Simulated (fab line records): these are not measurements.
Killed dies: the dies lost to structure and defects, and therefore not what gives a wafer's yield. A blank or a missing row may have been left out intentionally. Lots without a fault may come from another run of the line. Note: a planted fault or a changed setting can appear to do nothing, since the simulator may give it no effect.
Comparing a struck lot with a sound one + flow rit_cmos + 14 steps out of a route of 202
Sound: these wafers, L670.1, L670.2, L670.5. Struck: wafer L683.4. (L683.2, L683.5 of the same lot were not struck and are left out.) The cause comes at the end.
Each step with rows lists, per side, the tool, then ch with its chambers, then its first start. Under that, the readings that differ: sound wafers + struck wafers + difference of the means + sigmas: that difference in standard deviations of wafers without a fault.
alike: words and numbers the same on both sides, and readings whose means are apart by under 2 such deviations; not compared: readings that were withheld, readings missing a value for some wafer, numbers with overlapping values and no deviation given by the record, and bounds like >300 which may hide the same value.
A row with sigmas, a row that says differs or no value, or rows on one side alone: a step with any of these is where the two part. When numbers do not overlap yet have no deviation, they are printed without sigmas and do not part them. Lack of a reading on every wafer of one side parts them only where that side has two or more wafers.

RIT_SILICIDE_RTA_06: time 10 s, ramp up 5 s, ramp down 10 s.
  sound on rtp_anneal-01 ch 0, day 4 09:33; struck on rtp_anneal-02 ch 0, day 6 21:42
| reading        | sound             | struck | difference | sigmas |
|----------------|-------------------|--------|------------|--------|
| chamber_o2_ppm | 1.968 2.004 1.967 | 2.035  | +0.055     | +3     |
  alike: wafer_temp_C_max
RIT_CONTACT_CVD_00: deposits SiO2 from TEOS, target thk 400 nm, time 61 s.
  sound on pecvd-02 ch 0,1,2, day 4 09:37; struck on pecvd-01 ch 0, day 6 21:45
| reading            | sound       | struck | difference | sigmas |
|--------------------|-------------|--------|------------|--------|
| heater_power_w (W) | 426 259 337 | 219    | -122       | -2     |
RIT_CONTACT_THK_MEAS_01:
  struck on film_metro-02, day 6 21:50; sound on film_metro-02, day 4 09:40
  alike: CONTACT_TEOS_THK
then, 6 steps without rows for these wafers: RIT_CONTACT_HMDS_02 (prime time 60 s); RIT_CONTACT_COAT_03 (resist thk 1000 nm); RIT_CONTACT_SOFTBAKE_04 (time 60 s); RIT_CONTACT_EXPOSE_05 (exposes mask M11, target cd 1000 nm); RIT_CONTACT_PEB_06; RIT_CONTACT_DEVELOP_07 (develop time 120 s).
RIT_CONTACT_CD_MEAS_08: the cd target is 1000 nm.
  struck on cd_sem-01, day 6 23:00; sound on cd_sem-02, day 4 10:41
  alike: cd_nm
RIT_CONTACT_OVL_MEAS_09:
  struck on overlay-02, day 6 23:07; sound on overlay-01, day 4 10:49
  alike: CONTACT_OVL
then, 1 step without rows for these wafers: RIT_CONTACT_HARDBAKE_10 (time 60 s).
RIT_CONTACT_ETCH_11: etches SiO2 in CHF3/CF4/Ar, stops on TiSi2, target depth 480 nm, time 320 s.
  sound on rie_diel-04 ch 0,2,3, day 4 11:08; struck on rie_diel-02 ch 3, day 6 23:17
| reading                                      | sound             | struck | difference | sigmas |
|----------------------------------------------|-------------------|--------|------------|--------|
| oes_product_au (a.u.)                        | 1.011 1.009 0.981 | 0.951  | -0.049     | -4     |
| model.etch.depth_nm (nm)                     | 408.6 406.3 407.2 | 271.7  | -135.7     |        |
| model.CONTACT.feature_depth_nm (nm)          | 408.6 406.3 407.2 | 271.7  | -135.7     |        |
| model.NOVOLAK_of_CONTACT_COAT_03.thk_nm (nm) | 773.3 773.1 770.5 | 817.4  | +45.1      |        |
  alike: O2_flow_sccm, drypump_motor_current_A, throttle_valve_pct
  not compared: rf_hours_counter_h
RIT_CONTACT_STRIP_12: strips in O2, time 180 s.
  sound on plasma_asher-03 ch 0,1, day 4 11:19; struck on plasma_asher-04 ch 0, day 6 23:29
  alike: drypump_motor_current_A
  not compared: rf_hours_counter_h

## WHERE THEY PART
Last at RIT_CONTACT_ETCH_11 as far as this record goes, first at RIT_SILICIDE_RTA_06. Later steps at which nothing parts them and some readings are alike: RIT_CONTACT_STRIP_12.

WHY: the cause the simulator had injected
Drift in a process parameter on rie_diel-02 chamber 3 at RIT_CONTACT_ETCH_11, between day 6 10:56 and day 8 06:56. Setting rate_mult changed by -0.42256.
